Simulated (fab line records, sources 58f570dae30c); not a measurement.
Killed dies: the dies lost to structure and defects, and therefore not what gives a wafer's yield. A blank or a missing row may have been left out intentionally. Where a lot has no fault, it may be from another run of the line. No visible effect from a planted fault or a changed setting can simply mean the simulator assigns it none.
Which tool did it? + flow berkeley_cmos170 + Sampling: 7 lots, 21 wafers, 5 of 331 route steps

WHAT THE GAUGES READ, wafer by wafer
UCB170_V1_THK_MEAS_01.
| lot  | measured     | on            | V1_TEOS_THK (nm) |
|------|--------------|---------------|------------------|
| L389 | day 8 04:55  | film_metro-03 | 1989 1999 2021   |
| L391 | day 8 23:54  | film_metro-01 | 1999 1991 1993   |
| L390 | day 9 01:13  | film_metro-01 | 1993 2016 2025   |
| L395 | day 9 11:21  | film_metro-03 | 1957 1965 2010   |
| L400 | day 10 17:58 | film_metro-01 | 1999 1988 2051   |
| L405 | day 11 15:14 | film_metro-02 | 2853 2802 2855   |
| L407 | day 12 03:18 | film_metro-03 | 2002 1986 2037   |

WHICH TOOL RAN EACH LOT (tool, then ch and the chambers of the sampled wafers, then the start)
| lot  | UCB170_PSD_STRIP_09                  | UCB170_SDANNEAL_RTA_00           | UCB170_CONTACT_ETCH_17             | UCB170_V1_CVD_00                |
|------|--------------------------------------|----------------------------------|------------------------------------|---------------------------------|
| L389 | plasma_asher-04 ch 0,1, day 7 13:04  | rtp_anneal-02 ch 0, day 7 17:19  | rie_diel-04 ch 0,1, day 8 01:04    | pecvd-01 ch 1,2, day 8 04:46    |
| L391 | plasma_asher-03 ch 0,1, day 8 09:56  | rtp_anneal-01 ch 0, day 8 13:26  | rie_diel-03 ch 2,3, day 8 19:23    | pecvd-01 ch 1,2, day 8 23:44    |
| L390 | plasma_asher-01 ch 0,1, day 8 10:23  | rtp_anneal-01 ch 0, day 8 14:16  | rie_diel-03 ch 1,3, day 8 21:16    | pecvd-04 ch 0,1, day 9 01:04    |
| L395 | plasma_asher-03 ch 0,1, day 8 21:40  | rtp_anneal-01 ch 0, day 9 00:27  | rie_diel-03 ch 1,2,3, day 9 06:44  | pecvd-04 ch 0,1,2, day 9 11:11  |
| L400 | plasma_asher-03 ch 0,1, day 10 00:50 | rtp_anneal-01 ch 0, day 10 05:26 | rie_diel-03 ch 0,1,2, day 10 13:14 | pecvd-03 ch 0,1, day 10 17:49   |
| L405 | plasma_asher-01 ch 0,1, day 10 23:38 | rtp_anneal-02 ch 0, day 11 04:14 | rie_diel-04 ch 1,2,3, day 11 10:56 | pecvd-01 ch 0,1,2, day 11 15:04 |
| L407 | plasma_asher-01 ch 0,1, day 11 14:13 | rtp_anneal-02 ch 0, day 11 17:14 | rie_diel-04 ch 0,1,3, day 11 22:23 | pecvd-03 ch 0,1,2, day 12 03:09 |
- UCB170_PSD_STRIP_09: strips in O2.
- UCB170_SDANNEAL_RTA_00: time 10 s.
- UCB170_CONTACT_ETCH_17: etches BARC in N2/H2.
- UCB170_V1_CVD_00: deposits SiO2 from TEOS/O2, target thk 2000 nm, time 250 s.

THE ANSWER, worked out from the rows above alone
Rule: usual is defined by the lots themselves. The widest of any qualifying gaps counts: lots, ordered by their means at a reading, are off when they make up no more than a third of the lots, leave a main group of 4 or more, and stand apart from it by 3 or more times the standard deviation of that group's means. Not used: any main group whose means are identical at the precision the tables above print for the reading. A lot without any number at a reading at which 4 lots or more have one is off too. The other lots that the step has rows for count as sound.
Off: at UCB170_V1_THK_MEAS_01 (V1_TEOS_THK), L405. For the main group the mean is 2001 nm and the standard deviation 12.
A tool fits if, at a process step before that reading, it ran every lot that is off, and no sound lot after the first of them. Those tools and the gauges at UCB170_V1_THK_MEAS_01 are tried in the same way. This does not decide it: 2 tools fit, namely pecvd-01 at UCB170_V1_CVD_00 and film_metro-02 at UCB170_V1_THK_MEAS_01.

WHAT HAD BEEN PUT IN BY THE SIMULATOR
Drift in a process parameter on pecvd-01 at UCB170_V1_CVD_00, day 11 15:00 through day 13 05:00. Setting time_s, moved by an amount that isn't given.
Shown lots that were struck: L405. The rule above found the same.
